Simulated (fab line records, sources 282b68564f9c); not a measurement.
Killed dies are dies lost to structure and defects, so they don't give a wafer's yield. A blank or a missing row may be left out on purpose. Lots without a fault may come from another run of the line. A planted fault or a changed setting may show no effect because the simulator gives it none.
A struck lot beside a sound one | flow rit_cmos | 20 steps out of a route of 202
Sound: wafers L191.2, L191.4, L191.5. Struck: wafers L201.1, L201.4, L201.6. The cause comes at the end.
At each step with rows: each side's tool, then ch and its chambers, then its first start. Under that, the readings that differ: sound wafers | struck wafers | difference of the means | sigmas: that difference in standard deviations of wafers without a fault.
alike: readings whose means differ by less than 2 such deviations, and words and numbers that are the same on both sides. not compared: withheld readings, readings that some wafer has no value for, bounds like >300 that may hide the same value, and numbers for which the record gives no deviation and whose values overlap.
The two part at a step that has a row with sigmas, a row that says differs or no value, or rows on one side only. Numbers that don't overlap but have no deviation are shown without sigmas and don't part them. A reading that every wafer of one side lacks parts them only if that side has two wafers or more.

first, 2 steps without rows for these wafers: RIT_NWELL_HARDBAKE_07 (time 120 s); RIT_NWELL_IMPLANT_08.
RIT_NWELL_STRIP_09: strips in O2, time 180 s.
  sound on plasma_asher-04 ch 0,1, day 3 11:29; struck on plasma_asher-03 ch 0, day 5 06:28
  alike: drypump_motor_current_A
  not compared: rf_hours_counter_h
RIT_NWELL_TW_MEAS_10:
  sound on film_metro-01, day 3 11:41; struck on film_metro-04, day 5 06:38
  alike: NWELL_TW
then, 6 steps without rows for these wafers: RIT_PWELL_HMDS_00 (prime time 60 s); RIT_PWELL_COAT_01 (resist thk 1300 nm); RIT_PWELL_SOFTBAKE_02 (time 60 s); RIT_PWELL_EXPOSE_03 (exposes mask M3, target cd 43700 nm); RIT_PWELL_PEB_04; RIT_PWELL_DEVELOP_05 (develop time 68 s).
RIT_PWELL_OVL_MEAS_06:
  sound on overlay-01, day 3 12:37; struck on overlay-02, day 5 07:42
  alike: PWELL_OVL
then, 1 step without rows for these wafers: RIT_PWELL_HARDBAKE_07 (time 120 s).
RIT_PWELL_IMPLANT_08:
  sound on implanter-04 ch 0, day 3 12:55; struck on implanter-03 ch 0, day 5 07:59
  reading                          | sound                         | struck                           | difference  | sigmas
  beam_on_s (s)                    | 9.74 10.06 9.97               | 15.43 15.10 14.82                | +5.19       | +26
  dose_ions_cm2                    | 6.992e+13 6.999e+13 6.993e+13 | 7.0014e+14 7.0001e+14 7.0005e+14 | +6.3012e+14 | +99 or more
  end_station_pressure_torr (Torr) | 4.96e-06 5.14e-06 5.44e-06    | 6.16e-06 5.74e-06 6.19e-06       | +8.50e-07   | +3
  faraday_current_uA               | 229 220 223                   | 1439 1465 1494                   | +1242       | +99 or more
  alike: beam_energy_keV
RIT_PWELL_STRIP_09: strips in O2, time 180 s.
  sound on plasma_asher-02 ch 0,1, day 3 13:02; struck on plasma_asher-01 ch 0,1, day 5 08:08
  alike: drypump_motor_current_A
  not compared: rf_hours_counter_h
RIT_PWELL_TW_MEAS_10:
  sound on film_metro-01, day 3 13:14; struck on film_metro-01, day 5 08:19
  reading  | sound       | struck         | difference | sigmas
  PWELL_TW | 956 955 961 | 2011 2015 2008 | +1054      | +99 or more
then, 1 step without rows for these wafers: RIT_WELLDRIVE_ANNEAL_00 (time 14700 s).
RIT_WELLDRIVE_RS_MEAS_01: measures by four-point-probe.
  sound on film_metro-03, day 3 18:34; struck on film_metro-04, day 5 13:27
  alike: NWELL_RS
RIT_WELLDRIVE_RS_MEAS_02: measures by four-point-probe.
  sound on film_metro-03, day 3 18:41; struck on film_metro-04, day 5 13:34
  reading           | sound             | struck         | difference | sigmas
  PWELL_RS (ohm/sq) | 428.7 428.1 428.3 | 98.1 98.2 98.4 | -330.1     | -99 or more
then, 2 steps without rows for these wafers: RIT_NRETRO_HMDS_00 (prime time 60 s); RIT_M1_PROBE_99.

WHERE THEY PART
First at RIT_PWELL_IMPLANT_08; last, within this record, at RIT_WELLDRIVE_RS_MEAS_02.

WHY: what the simulator had put in
Process parameter drift: implanter-03, from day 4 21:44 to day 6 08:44, at RIT_PWELL_IMPLANT_08. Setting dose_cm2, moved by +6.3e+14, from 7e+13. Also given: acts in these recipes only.
